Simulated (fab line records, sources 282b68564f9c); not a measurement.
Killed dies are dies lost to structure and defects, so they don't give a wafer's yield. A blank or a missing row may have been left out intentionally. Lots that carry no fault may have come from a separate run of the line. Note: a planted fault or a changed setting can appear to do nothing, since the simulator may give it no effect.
fab line records	flow rit-cmos
[record] lots = 5	wafers = 15	last-day = 7
route steps=202 shown CONTACT@172 M1@184
lots that met no fault: taken from a fault-free run of the same line
start-h: start of the lot's first displayed wafer, in hours after the record's first day	wait-h: hours since the lot's step before	" identical to the entry in the row above	L1.1+2: several wafers, shown together as one row	- no value, or no start given	* or withheld: withheld	< > ~ a bound
route shown NAME@n: names a module that has steps shown in the file, with the first one's number in the route	usual: the fault-free wafers' mean and standard deviation	same: alike in all rows	chamber/n: place in a boat	sites: the reading at each site	_std_site: the standard deviation of these	_edge_site: the outer-site mean with the inner-site mean subtracted	radius-mm: how far each site lies from the wafer's centre	mask NAME#n: copy n	behind: tool/chamber where the wafer was last shaped	hold: why the lot was held/for how many hours/how that ended	device: names the non-switching transistor (n, p or np)	end of line: the tests these same wafers got at the end of their route	step lacking rows: just its recipe	killed: the dies lost at the first sort to structure and to defects; this is not the yield of the wafer	map: shows each die of a wafer: x if killed, . if not, _ if none is there
set.NAME: setting as actually run; set.NAME@STEP: the setting as run at that earlier step	model.NAME: the simulator's own value behind a step, which no gauge read
certain route steps with their lots: each step a table, each wafer a row
services: when a tool's chamber went out of use (start-h, in hours from the record's first day, below 0 if earlier), for how many hours, and the reason
[[steps]]
[step RIT_CONTACT_SOFTBAKE_04]
[recipe] resist = NOVOLAK	temp-c = 90	time-s = 60
[step RIT_CONTACT_EXPOSE_05]
[recipe] mask-id = M11	na = 0.6	source-shape = conventional	sigma-outer = 0.5	target-cd-nm = 1000	dose-mj = 250
[step RIT_CONTACT_PEB_06]
[recipe] resist = NOVOLAK	temp-c = withheld	time-s = withheld
[step RIT_CONTACT_DEVELOP_07]
[recipe] resist = NOVOLAK	develop-time-s = 120	dev-temp-c = 23
[step RIT_CONTACT_CD_MEAS_08]
[recipe] target-cd-nm = 1000
[usual] cd-nm = 1000.1/2.3
lot.wafer	tool	chamber	start-h	wait-h	cd-nm
L639.4	cd-sem-01	-	72.36	-	995.2
L639.5	"	-	"	"	996.6
L639.6	"	-	"	"	996.6
L643.1	cd-sem-01	-	90.02	-	998.9
L643.2	"	-	"	"	1001.5
L643.5	"	-	"	"	1004.1
L650.1	cd-sem-02	-	119.78	-	999.0
L650.2	"	-	"	"	997.7
L650.5	"	-	"	"	998.6
L657.1	cd-sem-01	-	152.52	-	1000.7
L657.2	"	-	"	"	997.6
L657.4	"	-	"	"	998.3
L660.1	cd-sem-01	-	166.63	-	1001.6
L660.5	"	-	"	"	1003.5
L660.6	"	-	"	"	1002.0
[step RIT_CONTACT_OVL_MEAS_09]
[usual] CONTACT_OVL = -0.7/1.4
lot.wafer	tool	chamber	start-h	wait-h	CONTACT_OVL[nm]
L639.4	overlay-01	-	72.44	0.1	-0.3
L639.5	"	-	"	"	-0.3
L639.6	"	-	"	"	-0.6
L643.1	overlay-02	-	90.14	0.1	-4.5
L643.2	"	-	"	"	-2.5
L643.5	"	-	"	"	-3.3
L650.1	overlay-01	-	119.90	0.1	0.7
L650.2	"	-	"	"	-1.3
L650.5	"	-	"	"	-0.6
L657.1	overlay-02	-	152.64	0.1	-0.1
L657.2	"	-	"	"	-0.7
L657.4	"	-	"	"	-0.4
L660.1	overlay-01	-	166.75	0.1	-1.2
L660.5	"	-	"	"	-0.8
L660.6	"	-	"	"	-2.6
[step RIT_CONTACT_HARDBAKE_10]
[recipe] resist = NOVOLAK	temp-c = 140	time-s = 60
[step RIT_CONTACT_ETCH_11]
[recipe] target-depth-a = 4800	over-etch-frac = 0.2	stop-on = TiSi2	chemistry = CHF3/CF4/Ar	target = SiO2	CHF3_flow_sccm = 50	cf4-flow-sccm = 10	Ar_flow_sccm = 100	O2_flow_sccm = 5	pressure-mtorr = 100	rf-w = 202.7	time-s = 320
[usual] drypump-motor-current-A = 5.7/0.4	oes-product-au = 0.989/0.015	throttle-valve-pct = 8.89/0.12
lot.wafer	tool	chamber	start-h	wait-h	drypump-motor-current-A	oes-product-au	rf-hours-counter-h	throttle-valve-pct
L639.4	rie-diel-01	2	72.61	0.1	6.4	0.990	116	8.74
L639.5	"	0	"	"	5.5	0.987	-	9.11
L639.6	"	1	"	"	5.8	0.960	-	8.66
L643.1	rie-diel-01	1	90.33	0.1	5.8	0.952	123	8.69
L643.2	"	3	"	"	5.7	0.986	118	8.86
L643.5	"	0	"	"	5.5	0.980	-	9.14
L650.1	rie-diel-04	0	120.09	0.1	5.9	0.998	1	8.97
L650.2	"	3	"	"	6.1	1.018	5	8.88
L650.5	"	0	"	"	5.8	1.002	-	8.99
L657.1	rie-diel-04	2	152.83	0.1	5.1	0.983	136	8.77
L657.2	"	3	"	"	6.1	1.015	6	8.86
L657.4	"	2	"	"	5.1	0.986	-	8.76
L660.1	rie-diel-02	2	167.11	0.1	5.6	0.986	106	8.84
L660.5	"	3	"	"	5.0	1.001	-	9.10
L660.6	"	2	"	"	5.6	0.992	-	8.84
[step RIT_CONTACT_STRIP_12]
[recipe] chemistry = O2	time-s = 180	resist = NOVOLAK	platen-temp-c = withheld	power-w = 500	pressure-mtorr = 4000	o2-flow-sccm = 4000
[usual] drypump-motor-current-A = 5.6/0.34
lot.wafer	tool	chamber	start-h	wait-h	drypump-motor-current-A	rf-hours-counter-h
L639.4	plasma-asher-04	0	72.86	0.2	5.6	-
L639.5	"	0	"	"	5.6	-
L639.6	"	1	"	"	5.3	-
L643.1	plasma-asher-01	1	90.53	0.1	5.6	46
L643.2	"	0	"	"	5.9	46
L643.5	"	1	"	"	5.6	-
L650.1	plasma-asher-01	1	120.28	0.1	5.6	50
L650.2	"	0	"	"	5.9	50
L650.5	"	1	"	"	5.6	-
L657.1	plasma-asher-04	0	153.12	0.2	5.6	3
L657.2	"	1	"	"	5.2	3
L657.4	"	1	"	"	5.3	-
L660.1	plasma-asher-02	1	167.31	0.1	5.0	51
L660.5	"	0	"	"	5.9	-
L660.6	"	1	"	"	4.9	-
[step RIT_CONTACT_CD_MEAS_90]
[recipe] target-cd-nm = 1000
[usual] cd-nm = 1000.2/2.2
lot.wafer	tool	chamber	start-h	wait-h	cd-nm
L639.4	cd-sem-01	-	73.04	0.1	995.8
L639.5	"	-	"	"	996.7
L639.6	"	-	"	"	996.9
L643.1	cd-sem-01	-	90.70	0.1	998.7
L643.2	"	-	"	"	1000.8
L643.5	"	-	"	"	1003.9
L650.1	cd-sem-02	-	120.46	0.1	998.9
L650.2	"	-	"	"	998.0
L650.5	"	-	"	"	998.4
L657.1	cd-sem-02	-	153.30	0.1	1001.1
L657.2	"	-	"	"	998.0
L657.4	"	-	"	"	998.4
L660.1	cd-sem-01	-	167.48	0.1	1002.3
L660.5	"	-	"	"	1003.3
L660.6	"	-	"	"	1002.3
[step RIT_CONTACT_CLEAN_13]
[recipe] chemistry = SC1	mix = 3:3:50	time-s = 600	temp-c = 75
[step RIT_CONTACT_CLEAN_14]
[recipe] chemistry = SC2	mix = 3:3:50	time-s = 600	temp-c = 75	dry = n2-spin
[step RIT_M1_SPUTTER_00]
[recipe] material = Al	target-thk-nm = 400	power-w = 2000	chamber-pressure-pa = 0.4	gas = Ar	time-s = 500	substrate-temp-c = 25
[usual] chamber-pressure-pa = 0.4000/0.00081	throttle-valve-pct = 29.8/1
lot.wafer	tool	chamber	start-h	wait-h	chamber-pressure-pa	throttle-valve-pct	model.Al_of_M1_SPUTTER_00.thk-nm
L639.4	pvd-sputter-01	-	73.46	0.0	0.4025	29.5	402.6
L639.5	"	-	"	"	0.3996	28.4	395.3
L639.6	"	-	"	"	0.4017	29.4	400.2
L643.1	pvd-sputter-04	-	91.17	0.0	0.4005	30.3	400.2
L643.2	"	-	"	"	0.3998	29.2	401.7
L643.5	"	-	"	"	0.4007	32.2	404.7
L650.1	pvd-sputter-04	-	120.96	0.0	0.3996	30.4	447.4
L650.2	"	-	"	"	0.4000	29.1	399.2
L650.5	"	-	"	"	0.3995	30.8	402.6
L657.1	pvd-sputter-03	-	153.77	0.0	0.3982	29.3	404.9
L657.2	"	-	"	"	0.4004	28.9	404.2
L657.4	"	-	"	"	0.4001	29.8	408.1
L660.1	pvd-sputter-01	-	167.97	0.0	0.4015	28.1	400.5
L660.5	"	-	"	"	0.3994	29.5	405
L660.6	"	-	"	"	0.4014	28.5	404.2
[step RIT_M1_RS_MEAS_01]
[recipe] thk-meas-gauge = four-point-probe	reads = Al_of_M1_SPUTTER_00
[usual] M1_AL_RS = 0.0733/0.00074
lot.wafer	tool	chamber	start-h	wait-h	M1_AL_RS[ohm/sq]
L639.4	film-metro-04	-	73.82	0.2	0.0730
L639.5	"	-	"	"	0.0742
L639.6	"	-	"	"	0.0733
L643.1	film-metro-04	-	91.46	0.1	0.0733
L643.2	"	-	"	"	0.0729
L643.5	"	-	"	"	0.0724
L650.1	film-metro-04	-	121.25	0.1	0.0654
L650.2	"	-	"	"	0.0734
L650.5	"	-	"	"	0.0730
L657.1	film-metro-03	-	154.06	0.1	0.0726
L657.2	"	-	"	"	0.0728
L657.4	"	-	"	"	0.0721
L660.1	film-metro-03	-	168.26	0.1	0.0733
L660.5	"	-	"	"	0.0725
L660.6	"	-	"	"	0.0727
[step RIT_M1_THK_MEAS_02]
[recipe] thk-meas-gauge = xrf	reads = Al_of_M1_SPUTTER_00
[usual] M1_AL_THK = 405/4.4
lot.wafer	tool	chamber	start-h	wait-h	M1_AL_THK[nm]
L639.4	film-metro-04	-	73.91	0.1	404
L639.5	"	-	"	"	395
L639.6	"	-	"	"	404
L643.1	film-metro-04	-	91.58	0.1	400
L643.2	"	-	"	"	403
L643.5	"	-	"	"	406
L650.1	film-metro-04	-	121.37	0.1	454
L650.2	"	-	"	"	404
L650.5	"	-	"	"	409
L657.1	film-metro-03	-	154.18	0.1	411
L657.2	"	-	"	"	408
L657.4	"	-	"	"	415
L660.1	film-metro-03	-	168.38	0.1	405
L660.5	"	-	"	"	408
L660.6	"	-	"	"	409
[step RIT_M1_HMDS_03]
[recipe] prime-time-s = 60	prime-temp-c = 140
[step RIT_M1_COAT_04]
[recipe] resist = NOVOLAK	spin-rpm = 2000	resist-thk-nm = 1300
[step RIT_M1_SOFTBAKE_05]
[recipe] resist = NOVOLAK	temp-c = 90	time-s = 60
[step RIT_M1_EXPOSE_06]
[recipe] mask-id = M12	na = 0.6	source-shape = conventional	sigma-outer = 0.5	target-cd-nm = 2600	dose-mj = 250
[step RIT_M1_PEB_07]
[recipe] resist = NOVOLAK	temp-c = withheld	time-s = withheld
[step RIT_M1_DEVELOP_08]
[recipe] resist = NOVOLAK	develop-time-s = 68	dev-temp-c = 23
[step RIT_M1_CD_MEAS_09]
[recipe] target-cd-nm = 2600
[usual] cd-nm = 2600.0/2.2
lot.wafer	tool	chamber	start-h	wait-h	cd-nm
L639.4	cd-sem-02	-	75.04	-	2601.3
L639.5	"	-	"	"	2600.0
L639.6	"	-	"	"	2600.8
L643.1	cd-sem-02	-	92.73	-	2599.9
L643.2	"	-	"	"	2602.1
L643.5	"	-	"	"	2603.1
L650.1	cd-sem-01	-	122.56	-	2599.3
L650.2	"	-	"	"	2598.5
L650.5	"	-	"	"	2599.2
L657.1	cd-sem-02	-	155.12	-	2600.3
L657.2	"	-	"	"	2599.0
L657.4	"	-	"	"	2600.5
L660.1	cd-sem-01	-	169.45	-	2602.2
L660.5	"	-	"	"	2601.7
L660.6	"	-	"	"	2600.6
[step RIT_M1_OVL_MEAS_10]
[usual] M1_OVL = 0.9/1.5
lot.wafer	tool	chamber	start-h	wait-h	M1_OVL[nm]
L639.4	overlay-01	-	75.12	0.1	0.1
L639.5	"	-	"	"	0.7
L639.6	"	-	"	"	-0.3
L643.1	overlay-02	-	92.85	0.1	1.4
L643.2	"	-	"	"	-0.2
L643.5	"	-	"	"	3.7
L650.1	overlay-01	-	122.68	0.1	0.0
L650.2	"	-	"	"	0.1
L650.5	"	-	"	"	-0.9
L657.1	overlay-01	-	155.24	0.1	-0.4
L657.2	"	-	"	"	-1.7
L657.4	"	-	"	"	-0.2
L660.1	overlay-01	-	169.57	0.1	1.9
L660.5	"	-	"	"	3.6
L660.6	"	-	"	"	3.1
[step RIT_M1_HARDBAKE_11]
[recipe] resist = NOVOLAK	temp-c = 140	time-s = 120
[step RIT_M1_METAL_ETCH_12]
[recipe] stop-on = SiO2	chemistry = Cl2/BCl3	target = Al	time-s = 165	over-etch-frac = 0.5	pressure-mtorr = 100	target-depth-a = 6000	rf-w = 250	Cl2_flow_sccm = 60	bcl3-flow-sccm = 50
[usual] drypump-motor-current-A = 5.6/0.56	oes-product-au = 0.787/0.0094	throttle-valve-pct = 8.33/0.14
lot.wafer	tool	chamber	start-h	wait-h	drypump-motor-current-A	oes-product-au	rf-hours-counter-h	throttle-valve-pct
L639.4	rie-metal-01	0	75.44	0.1	6.4	0.783	-	8.45
L639.5	"	0	"	"	6.4	0.778	-	8.46
L639.6	"	1	"	"	5.5	0.777	-	8.37
L643.1	rie-metal-01	1	93.26	0.2	5.5	0.769	36	8.38
L643.2	"	0	"	"	6.4	0.779	39	8.46
L643.5	"	1	"	"	5.5	0.776	-	8.38
L650.1	rie-metal-04	1	122.96	0.2	5.9	0.853	1	8.51
L650.2	"	0	"	"	6.1	0.783	1	8.15
L650.5	"	0	"	"	6.1	0.782	-	8.16
L657.1	rie-metal-04	0	155.53	0.2	6.1	0.792	2	8.16
L657.2	"	1	"	"	6.0	0.802	2	8.54
L657.4	"	1	"	"	6.0	0.800	-	8.52
L660.1	rie-metal-01	0	169.85	0.2	6.4	0.786	0	8.45
L660.5	"	1	"	"	5.5	0.799	-	8.38
L660.6	"	0	"	"	6.4	0.784	-	8.46
[step RIT_M1_STRIP_13]
[recipe] chemistry = nmp	resist = NOVOLAK	temp-c = 80	time-s = 600	dry = n2-spin
[step RIT_M1_PROBE_99]
[usual] defect-limited-yield = 97.5/1.2	killed-at-contacts = 0.1/0.29	killed-at-front-end = 6/3	killed-dies = 7/3.1	killed-on-rim = 1.8/1.5	killed-open = 3.2/1.9	killed-short = 3.3/1.9	sort_bin_3_pad_short = 0.1/0.18	sort_bin_5_function = 1.5/0.88	sort_bin_6_memory = 0.9/0.62	sort-n-pass = 257/3.1	sort-yield-pct = 97.5/1.2
[same] gross-dies = 264	killed_at_M0_to_M3 = 0	killed_at_M4_up = 0	killed-at-back-side = 0	killed-at-other = 0
lot.wafer	tool	chamber	start-h	wait-h	defect-limited-yield[%]	killed-at-contacts	killed-at-front-end	killed-dies	killed-on-rim	killed-open	killed-short	sort_bin_3_pad_short[%]	sort_bin_5_function[%]	sort_bin_6_memory[%]	sort-n-pass	sort-yield-pct[%]	model.etest.m1.rs-ohm-sq
L639.4	prober-02	-	79.00	0.2	97.3	0	7	7	2	4	3	0	1.1	1.5	257	97.3	0.07261
L639.5	prober-02	-	79.05	0.2	97.3	0	7	7	0	4	3	0	1.1	1.5	257	97.3	0.07346
L639.6	prober-02	-	79.10	0.2	97.3	0	7	7	2	5	2	0	1.5	1.1	257	97.3	0.07289
L643.1	prober-01	-	95.53	0.1	96.6	0	9	9	3	4	5	0	1.5	1.9	255	96.6	0.0727
L643.2	prober-01	-	95.58	0.1	97.7	0	6	6	3	4	2	0	1.1	1.1	258	97.7	0.07223
L643.5	prober-01	-	95.73	0.2	97.7	0	6	6	1	2	4	0.4	1.1	0.8	258	97.7	0.07148
L650.1	prober-01	-	125.66	0.1	98.1	0	5	5	2	1	4	0.4	0.4	1.1	259	98.1	0.06474
L650.2	prober-01	-	125.71	0.1	98.1	0	5	5	3	2	3	0.4	0.4	1.1	259	98.1	0.07228
L650.5	prober-01	-	125.86	0.2	97.7	0	6	6	1	3	3	0	1.9	0.4	258	97.7	0.07192
L657.1	prober-02	-	157.78	0.1	96.6	0	9	9	5	6	3	0	1.9	1.5	255	96.6	0.07108
L657.2	prober-02	-	157.83	0.1	97.0	0	8	8	2	3	5	0	1.9	1.1	256	97.0	0.0714
L657.4	prober-02	-	157.93	0.2	98.1	0	5	5	1	4	1	0	1.5	0.4	259	98.1	0.07112
L660.1	prober-02	-	172.12	0.1	97.0	1	7	8	2	2	6	0.4	0.8	1.9	256	97.0	0.07294
L660.5	prober-02	-	172.32	0.2	97.0	0	8	8	1	3	5	0.4	2.3	0.4	256	97.0	0.07176
L660.6	prober-02	-	172.37	0.2	95.8	0	11	11	3	7	4	0.4	1.9	1.9	253	95.8	0.07116
// killed by level:class
L639.4 SILICIDE:geometric-particle:short=2 SILICIDE:geometric-particle:open=2 FOX2:geometric-particle:open=1 GATE:geometric-particle:open=1 REOX:geometric-particle:short=1
L639.5 SILICIDE:geometric-particle:open=3 SILICIDE:geometric-particle:short=2 FOX1:geometric-particle:open=1 SPACER:geometric-particle:short=1
L639.6 GATE:geometric-particle:open=2 FOX1:geometric-particle:open=1 FOX2:geometric-particle:short=1 SPACER:geometric-particle:open=1 SILICIDE:geometric-particle:open=1 SILICIDE:geometric-particle:short=1
L643.1 FOX1:geometric-particle:short=3 GATE:geometric-particle:open=3 GATE:geometric-particle:short=1 REOX:geometric-particle:short=1 SPACER:geometric-particle:open=1
L643.2 GATE:geometric-particle:open=3 GATE:geometric-particle:short=1 REOX:geometric-particle:short=1 SILICIDE:geometric-particle:open=1
L643.5 FOX1:geometric-particle:short=3 FOX1:geometric-particle:open=1 GATE:geometric-particle:short=1 GATE:geometric-particle:open=1
L650.1 REOX:geometric-particle:short=2 ACTIVE:geometric-particle:open=1 FOX1:geometric-particle:short=1 FOX2:geometric-particle:short=1
L650.2 FOX1:geometric-particle:open=1 FOX2:geometric-particle:short=1 GATE:geometric-particle:short=1 GATE:geometric-particle:open=1 SPACER:geometric-particle:short=1
L650.5 FOX1:geometric-particle:short=1 FOX2:geometric-particle:open=1 GATE:geometric-particle:short=1 REOX:geometric-particle:open=1 SILICIDE:geometric-particle:short=1 SILICIDE:geometric-particle:open=1
L657.1 GATE:geometric-particle:short=3 SPACER:geometric-particle:open=2 SILICIDE:geometric-particle:open=2 GATE:geometric-particle:open=1 REOX:geometric-particle:open=1
L657.2 FOX1:geometric-particle:short=2 FOX1:geometric-particle:open=2 GATE:geometric-particle:short=2 GATE:geometric-particle:open=1 REOX:geometric-particle:short=1
L657.4 FOX1:geometric-particle:open=1 FOX2:geometric-particle:open=1 GATE:geometric-particle:short=1 GATE:geometric-particle:open=1 SILICIDE:geometric-particle:open=1
L660.1 GATE:geometric-particle:short=2 FOX2:geometric-particle:short=1 GATE:geometric-particle:open=1 REOX:geometric-particle:short=1 SILICIDE:geometric-particle:open=1 SILICIDE:geometric-particle:short=1 CONTACT:geometric-particle:short=1
L660.5 GATE:geometric-particle:open=3 REOX:geometric-particle:short=2 SPACER:geometric-particle:short=2 FOX1:geometric-particle:short=1
L660.6 GATE:geometric-particle:open=3 REOX:geometric-particle:open=2 REOX:geometric-particle:short=2 SPACER:geometric-particle:short=2 FOX2:geometric-particle:open=1 SPACER:geometric-particle:open=1
[[services]]
tool	chamber	start-h	hours	kind
pvd-sputter-03	-	50.02	11.7	repair
rie-diel-02	2	54.87	9.7	repair
rie-diel-02	1	56.41	3.8	repair
rie-diel-04	-	57.63	14.6	pm
rie-diel-04	2	74.62	21.4	repair
rie-metal-01	1	77.42	7.4	repair
rie-diel-04	2	100.12	16.7	repair
rie-diel-02	0	102.34	1.8	repair
pvd-sputter-01	-	104.00	3.0	repair
plasma-asher-04	-	108.75	9.0	pm
pvd-sputter-04	-	114.42	0.7	repair
pvd-sputter-01	-	114.94	0.8	repair
pvd-sputter-03	-	118.30	0.5	repair
rie-metal-01	-	136.12	20.0	pm
rie-metal-01	0	136.12	20.0	vent-cycle
rie-metal-01	1	136.12	20.0	vent-cycle
pvd-sputter-01	-	136.50	3.9	repair
rie-diel-04	1	144.01	10.2	repair
rie-diel-02	1	147.97	7.0	repair
rie-diel-04	0	150.41	13.5	repair
plasma-asher-01	-	150.73	4.3	repair
rie-diel-02	-	151.56	14.6	pm
rie-metal-01	0	156.12	-	clean
rie-metal-04	-	169.48	2.8	pm
[[key]]
[first-sign] step = RIT_M1_RS_MEAS_01	reading = M1_AL_RS	direction = down	sigmas = 11	usual = 0.0733	struck = 0.0654
[effect] step = RIT_M1_THK_MEAS_02	reading = M1_AL_THK	direction = up	sigmas = 11	usual = 405	struck = 454
[effect] step = RIT_M1_METAL_ETCH_12	reading = oes-product-au	direction = up	sigmas = 7	usual = 0.787	struck = 0.853
[model-effect] step = RIT_M1_SPUTTER_00	value = Al_of_M1_SPUTTER_00.thk-nm	without = 399.4	struck = 447.4
[model-effect] step = RIT_M1_PROBE_99	value = etest.m1.rs-ohm-sq	without = 0.07253	struck = 0.06474
met-at RIT_M1_SPUTTER_00
struck-wafers L650.1
[loop-trim] step = RIT_CONTACT_EXPOSE_05	setting = dose	lots = L650
onset-between 91.17 120.96
[fault] kind = process-parameter-drift	tool = pvd-sputter-04	chamber = -	onset-h = 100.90	steps = RIT_M1_SPUTTER_00	channel = target-thk-nm	offset = 48	shape = step	end-h = 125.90	acts-in = these-recipes-only	stated = 400	scope = struck-wafers-only
// loop-trim: a control loop set the setting to another value than it would have without faults
